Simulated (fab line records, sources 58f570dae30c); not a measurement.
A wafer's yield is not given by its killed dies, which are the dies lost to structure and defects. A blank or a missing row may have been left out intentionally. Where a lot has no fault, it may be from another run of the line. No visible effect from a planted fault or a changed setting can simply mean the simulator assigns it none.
Which tool did it? + flow berkeleyCmos170 + 14 lots, 42 wafers sampled, at 3 steps of a route of 331

WHAT THE GAUGES READ, wafer by wafer
UCB170_START_BOW_MEAS_00.
| lot  | measured    | on           | INCOMING_BOW (um) |
|------|-------------|--------------|-------------------|
| L520 | day 1 10:00 | filmMetro-04 | -12 3 4           |
| L521 | day 1 15:01 | filmMetro-03 | -9 -2 -3          |
| L522 | day 1 20:01 | filmMetro-01 | -1 8 -1           |
| L523 | day 2 01:01 | filmMetro-01 | 4 -4 -5           |
| L524 | day 2 06:00 | filmMetro-03 | -13 -3 5          |
| L526 | day 2 16:01 | filmMetro-01 | -2 -3 3           |
| L528 | day 3 02:00 | filmMetro-04 | -1 -15 -4         |
| L530 | day 3 12:01 | filmMetro-04 | 4 -3 2            |
| L531 | day 3 17:01 | filmMetro-04 | 7 -9 8            |
| L535 | day 4 13:02 | filmMetro-01 | 5 7 1             |
| L537 | day 4 23:00 | filmMetro-04 | 4 11 -2           |
| L539 | day 5 09:00 | filmMetro-04 | 5 -12 -8          |
| L540 | day 5 14:00 | filmMetro-04 | -5 -1 -2          |
| L542 | day 6 00:00 | filmMetro-03 | -4 3 -5           |

UCB170_ACTIVE_OVL_MEAS_14.
| lot  | measured     | on         | ACTIVE_OVL (nm) |
|------|--------------|------------|-----------------|
| L520 | day 5 09:44  | overlay-01 | -3 -6 -2        |
| L521 | day 5 09:14  | overlay-02 | -3 -6 2         |
| L522 | day 5 09:10  | overlay-01 | 2 4 13          |
| L523 | day 5 16:17  | overlay-01 | 1 4 2           |
| L524 | day 6 08:58  | overlay-01 | -5 0 -4         |
| L526 | day 6 14:40  | overlay-02 | -11 -7 1        |
| L528 | day 6 14:56  | overlay-01 | 5 -2 0          |
| L530 | day 7 00:28  | overlay-02 | 4 -1 2          |
| L531 | day 7 12:46  | overlay-01 | -11 -8 -4       |
| L535 | day 8 08:42  | overlay-01 | -5 -5 -11       |
| L537 | day 8 21:47  | overlay-01 | -4 -3 -6        |
| L539 | day 9 09:29  | overlay-02 | -7 -2 -8        |
| L540 | day 9 09:06  | overlay-02 | 8 5 2           |
| L542 | day 10 03:27 | overlay-02 | 2 9 5           |

UCB170_GATE_THK_MEAS_05.
| lot  | measured     | on           | GATE_POLY_THK (nm) |
|------|--------------|--------------|--------------------|
| L520 | day 8 00:56  | filmMetro-04 | 213.1 214.8 213.7  |
| L521 | day 8 00:53  | filmMetro-02 | 210.7 211.0 210.5  |
| L522 | day 8 00:56  | filmMetro-02 | 212.3 212.1 212.1  |
| L523 | day 8 16:11  | filmMetro-01 | 212.2 212.9 215.7  |
| L524 | day 9 12:24  | filmMetro-01 | 211.1 210.8 212.1  |
| L526 | day 9 12:29  | filmMetro-02 | 213.8 212.7 213.1  |
| L528 | day 9 12:28  | filmMetro-01 | 213.4 215.6 214.1  |
| L530 | day 10 00:33 | filmMetro-04 | 214.6 215.5 215.4  |
| L531 | day 10 15:27 | filmMetro-02 | 211.6 210.6 211.9  |
| L535 | day 10 23:04 | filmMetro-01 | 210.4 210.4 209.7  |
| L537 | day 11 10:17 | filmMetro-02 | 213.1 214.6 213.7  |
| L539 | day 11 19:43 | filmMetro-02 | 213.8 213.0 212.4  |
| L540 | day 11 19:46 | filmMetro-02 | 212.8 212.8 213.5  |
| L542 | day 12 13:47 | filmMetro-02 | 214.3 213.7 213.1  |

TOOL THAT RAN EACH LOT (tool first, then ch and the chambers of the sampled wafers, then the start)
The record holds no process step before these readings.

AS READ BY THE TOOLS THEMSELVES (means over the sampled wafers that have a number; for cases with no such wafer, the mark the record gives instead)
The record holds no such reading with a usual standard deviation.

THE ANSWER, worked out from the rows above alone
Rule: the lots themselves supply what counts as usual. The widest of any qualifying gaps counts: lots, ordered by their means at a reading, are off when they make up no more than a third of the lots, leave a main group of 4 or more, and stand apart from it by 3 or more times the standard deviation of that group's means. Not used: any main group whose means are identical at the precision the tables above print for the reading. Also off: a lot with no number at a reading for which 4 or more lots have one. The other lots that the step has rows for count as sound. After the gauges, taken in route order, come the tools' own readings; for these a lot's mean is taken, as printed above. At the first step where some lot is off, the reading lying furthest off is the one used; lots without a number count as furthest.
No lot is off on any of the readings shown, so nothing can be concluded from this.

WHAT WAS PUT IN BY THE SIMULATOR
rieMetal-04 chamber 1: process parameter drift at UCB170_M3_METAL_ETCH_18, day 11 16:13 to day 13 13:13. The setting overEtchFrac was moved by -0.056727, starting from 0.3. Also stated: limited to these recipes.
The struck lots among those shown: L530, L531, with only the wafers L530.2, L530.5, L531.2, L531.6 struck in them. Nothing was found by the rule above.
